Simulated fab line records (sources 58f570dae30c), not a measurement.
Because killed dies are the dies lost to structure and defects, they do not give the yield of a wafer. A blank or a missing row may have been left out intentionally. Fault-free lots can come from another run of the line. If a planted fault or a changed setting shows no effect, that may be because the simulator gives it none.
What tool caused it?    flow berkeley_cmos170    Sampling: 6 lots, 18 wafers, 3 of 331 route steps

## WHAT THE GAUGES SHOWED, per wafer
UCB170_M3_RS_MEAS_02: a four-point-probe measurement.
lot   measured      on             M3_AL_RS (ohm/sq)
L764  day 9 08:40   film_metro-02  0.0326 0.0321 0.0321
L765  day 9 13:37   film_metro-02  0.0324 0.0319 0.0327
L772  day 10 13:34  film_metro-02  0.0318 0.0328 0.0316
L776  day 11 14:50  film_metro-02  0.0324 0.0325 0.0344
L783  day 12 19:55  film_metro-02  0.0318 0.0322 0.0319
L785  day 13 12:10  film_metro-04  0.0325 0.0320 0.0319

## WHICH TOOL RAN EACH LOT (tool, then ch and the chambers of the sampled wafers, then the start)
lot   UCB170_V2_STRIP_15                    UCB170_M3_SPUTTER_01
L764  plasma_asher-01 ch 0,1, day 9 08:17   pvd_sputter-01, day 9 08:34
L765  plasma_asher-01 ch 0,1, day 9 13:14   pvd_sputter-01, day 9 13:32
L772  plasma_asher-04 ch 0, day 10 13:11    pvd_sputter-02, day 10 13:28
L776  plasma_asher-04 ch 0,1, day 11 14:24  pvd_sputter-02, day 11 14:44
L783  plasma_asher-03 ch 0,1, day 12 19:32  pvd_sputter-01, day 12 19:49
L785  plasma_asher-01 ch 0,1, day 13 11:48  pvd_sputter-01, day 13 12:05
- UCB170_V2_STRIP_15: strips in O2.
- UCB170_M3_SPUTTER_01: material Al, target thk 900 nm, time 120 s.

## THE ANSWER, worked out from the rows above alone
Rule: the usual values come from the lots themselves. The widest of any qualifying gaps counts: lots, ordered by their means at a reading, are off when they make up no more than a third of the lots, leave a main group of 4 or more, and stand apart from it by 3 or more times the standard deviation of that group's means. A main group whose means are all the same, to the digits that the tables above print for the reading, isn't used. Also off: a lot with no number at a reading for which 4 or more lots have one. All remaining lots with rows at the step are treated as sound.
Off: at UCB170_M3_RS_MEAS_02 (M3_AL_RS), L776. For the main group the mean is 0.0322 ohm/sq and the standard deviation 0.00013.
A tool fits if, at a process step before that reading, it ran every lot that is off, and no sound lot after the first of them. Those tools and the gauges at UCB170_M3_RS_MEAS_02 are tried in the same way. Undecided on this evidence; 2 tools fit (plasma_asher-04 at UCB170_V2_STRIP_15, pvd_sputter-02 at UCB170_M3_SPUTTER_01).

## WHAT THE SIMULATOR PUT IN
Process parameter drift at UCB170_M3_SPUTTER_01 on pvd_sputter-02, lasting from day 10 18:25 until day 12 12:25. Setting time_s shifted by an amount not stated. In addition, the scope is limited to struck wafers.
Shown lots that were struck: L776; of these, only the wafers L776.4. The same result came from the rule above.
